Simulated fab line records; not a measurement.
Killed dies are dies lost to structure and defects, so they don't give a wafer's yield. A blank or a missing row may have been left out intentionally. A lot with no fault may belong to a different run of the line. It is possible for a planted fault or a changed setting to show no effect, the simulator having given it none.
What tool caused it? / flow berkeley cmos170 / 15 lots (45 wafers sampled), 1 step of a 331-step route

== WHAT THE GAUGES READ, wafer by wafer ==
No reading from a measuring or inspecting step in the record can be judged against a usual standard deviation.

== WHICH TOOL RAN EACH LOT (tool, then ch and the chambers of the sampled wafers, then the start) ==
lot=L500; UCB170_M1_STRIP_13=plasma asher-04 ch 0,1, day 7 10:02
lot=L502; UCB170_M1_STRIP_13=plasma asher-04 ch 0,1, day 7 19:11
lot=L501; UCB170_M1_STRIP_13=plasma asher-01 ch 0,1, day 7 19:26
lot=L504; UCB170_M1_STRIP_13=plasma asher-04 ch 0,1, day 8 02:08
lot=L505; UCB170_M1_STRIP_13=plasma asher-01 ch 0,1, day 8 04:19
lot=L508; UCB170_M1_STRIP_13=plasma asher-01 ch 0,1, day 8 11:44
lot=L509; UCB170_M1_STRIP_13=plasma asher-04 ch 0,1, day 9 03:19
lot=L510; UCB170_M1_STRIP_13=plasma asher-02 ch 0,1, day 9 05:16
lot=L513; UCB170_M1_STRIP_13=plasma asher-01 ch 0, day 9 22:55
lot=L511; UCB170_M1_STRIP_13=plasma asher-02 ch 0,1, day 9 23:11
lot=L512; UCB170_M1_STRIP_13=plasma asher-04 ch 0,1, day 9 23:30
lot=L518; UCB170_M1_STRIP_13=plasma asher-04 ch 1, day 11 09:40
lot=L520; UCB170_M1_STRIP_13=plasma asher-02 ch 0,1, day 11 19:26
lot=L519; UCB170_M1_STRIP_13=plasma asher-04 ch 0,1, day 11 20:37
lot=L521; UCB170_M1_STRIP_13=plasma asher-04 ch 0,1, day 11 23:52
- UCB170_M1_STRIP_13: strips in O2.

== WHAT THE TOOLS THEMSELVES READ (means of the sampled wafers that have a number; where no wafer has one, the mark that the record gives instead) ==
UCB170_M1_STRIP_13. Usual: chamber pressure mTorr 3500 mTorr, standard deviation 3.2; drypump motor current A 5.5 A, standard deviation 0.36; oes product au 0.720 a.u., standard deviation 0.0045.
lot=L500; tool=plasma asher-04; chamber pressure mTorr (mTorr)=3499; drypump motor current A (A)=5.4; oes product au (a.u.)=0.726; flag=
lot=L502; tool=plasma asher-04; chamber pressure mTorr (mTorr)=3497; drypump motor current A (A)=5.4; oes product au (a.u.)=0.720; flag=
lot=L501; tool=plasma asher-01; chamber pressure mTorr (mTorr)=3500; drypump motor current A (A)=6.1; oes product au (a.u.)=0.723; flag=
lot=L504; tool=plasma asher-04; chamber pressure mTorr (mTorr)=3501; drypump motor current A (A)=5.4; oes product au (a.u.)=0.723; flag=
lot=L505; tool=plasma asher-01; chamber pressure mTorr (mTorr)=3501; drypump motor current A (A)=6.1; oes product au (a.u.)=0.716; flag=
lot=L508; tool=plasma asher-01; chamber pressure mTorr (mTorr)=3500; drypump motor current A (A)=6.1; oes product au (a.u.)=0.722; flag=
lot=L509; tool=plasma asher-04; chamber pressure mTorr (mTorr)=3503; drypump motor current A (A)=5.4; oes product au (a.u.)=0.721; flag=
lot=L510; tool=plasma asher-02; chamber pressure mTorr (mTorr)=3500; drypump motor current A (A)=5.2; oes product au (a.u.)=0.717; flag=
lot=L513; tool=plasma asher-01; chamber pressure mTorr (mTorr)=3500; drypump motor current A (A)=6.1; oes product au (a.u.)=0.720; flag=
lot=L511; tool=plasma asher-02; chamber pressure mTorr (mTorr)=3500; drypump motor current A (A)=5.1; oes product au (a.u.)=0.716; flag=
lot=L512; tool=plasma asher-04; chamber pressure mTorr (mTorr)=3499; drypump motor current A (A)=5.5; oes product au (a.u.)=0.724; flag=
lot=L518; tool=plasma asher-04; chamber pressure mTorr (mTorr)=-; drypump motor current A (A)=-; oes product au (a.u.)=-; flag=OFF
lot=L520; tool=plasma asher-02; chamber pressure mTorr (mTorr)=-; drypump motor current A (A)=-; oes product au (a.u.)=-; flag=OFF
lot=L519; tool=plasma asher-04; chamber pressure mTorr (mTorr)=-; drypump motor current A (A)=-; oes product au (a.u.)=-; flag=OFF
lot=L521; tool=plasma asher-04; chamber pressure mTorr (mTorr)=3497; drypump motor current A (A)=5.4; oes product au (a.u.)=0.720; flag=

== THE ANSWER, worked out from the rows above alone ==
Rule: take the mean of a lot's wafers that have a number; if it is more than 3 standard deviations from the usual mean, the lot is off. A lot without any number at a reading at which 4 lots or more have one is off too. All remaining lots with rows at the step are treated as sound. Order of review: gauges by route order, followed by the tools' own readings, for which a lot's mean as printed above is used. At the first step where some lot is off, the reading lying furthest off is the one used; lots without a number count as furthest.
Off: L518, L520, L519, at UCB170_M1_STRIP_13 (chamber pressure mTorr). Without a number there: L518, L520, L519.
If a tool, at that step or one of the process steps before it, ran each lot that is off and ran no sound lot following the first of them, it fits. No candidate that was tried fits.

== WHAT THE SIMULATOR PUT IN ==
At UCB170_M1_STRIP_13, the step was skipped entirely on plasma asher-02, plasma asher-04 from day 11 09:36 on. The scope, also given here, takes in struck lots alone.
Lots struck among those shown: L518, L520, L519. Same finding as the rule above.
